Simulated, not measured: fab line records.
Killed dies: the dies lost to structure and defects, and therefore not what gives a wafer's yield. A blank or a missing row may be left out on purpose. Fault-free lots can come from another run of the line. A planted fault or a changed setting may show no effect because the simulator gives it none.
Which tool is to blame? | flow berkeleyCmos170 | 7 lots, 21 wafers sampled, at 2 steps of a route of 331

== WHAT THE GAUGES SHOWED, per wafer ==
UCB170_GATE_CD_MEAS_12: the cd target is 350 nm.
lot  | measured     | on       | cdNm (nm)
L678 | day 6 10:50  | cdSem-01 | 349.7 350.8 350.2
L682 | day 7 06:28  | cdSem-01 | 357.5 356.5 358.2
L685 | day 7 05:46  | cdSem-01 | 352.4 352.8 351.9
L689 | day 8 01:24  | cdSem-02 | 351.8 350.4 350.4
L693 | day 9 03:50  | cdSem-01 | 349.1 349.2 350.7
L696 | day 9 17:31  | cdSem-01 | 351.0 350.3 352.0
L699 | day 10 12:50 | cdSem-02 | 351.2 351.4 351.9

== WHICH TOOL RAN EACH LOT (tool, then ch and the chambers of the sampled wafers, then the start) ==
lot  | UCB170_GATE_COAT_07
L678 | lithoTrack-04 ch 0, day 6 09:00
L682 | lithoTrack-03 ch 0, day 7 05:00
L685 | lithoTrack-01 ch 0, day 7 04:00
L689 | lithoTrack-01 ch 0, day 8 00:00
L693 | lithoTrack-01 ch 0, day 9 02:00
L696 | lithoTrack-04 ch 0, day 9 16:00
L699 | lithoTrack-04 ch 0, day 10 10:00
- UCB170_GATE_COAT_07: resist thk 900 nm.

== THE ANSWER, worked out from the rows above alone ==
Rule: the lots themselves supply what counts as usual. Put in order of their means at a reading, lots are off if they are a third of the lots or fewer, leave a main group of 4 or more, and stand apart from it by a gap of 3 or more times the standard deviation of the main group's means; of several such gaps the widest counts. A main group is skipped when, at the precision printed for the reading in the tables above, its means are all equal. Also off: a lot with no number at a reading for which 4 or more lots have one. All remaining lots with rows at the step are treated as sound.
Off: L682, at UCB170_GATE_CD_MEAS_12 (cdNm). Mean 351.0 nm and standard deviation 0.87 in the main group.
A tool fits if, at a process step before that reading, it ran every lot that is off, and no sound lot after the first of them. Those tools and the gauges at UCB170_GATE_CD_MEAS_12 are tried in the same way. One candidate fits, namely lithoTrack-03 at UCB170_GATE_COAT_07. It ran no sound lot before its first lot that is off in this sample, so the start can't be narrowed down.

== WHAT THE SIMULATOR HAD INSERTED ==
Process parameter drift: lithoTrack-03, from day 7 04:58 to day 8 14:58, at UCB170_GATE_COAT_07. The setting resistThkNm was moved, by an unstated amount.
Lots struck among those shown: L682. Same finding as the rule above.
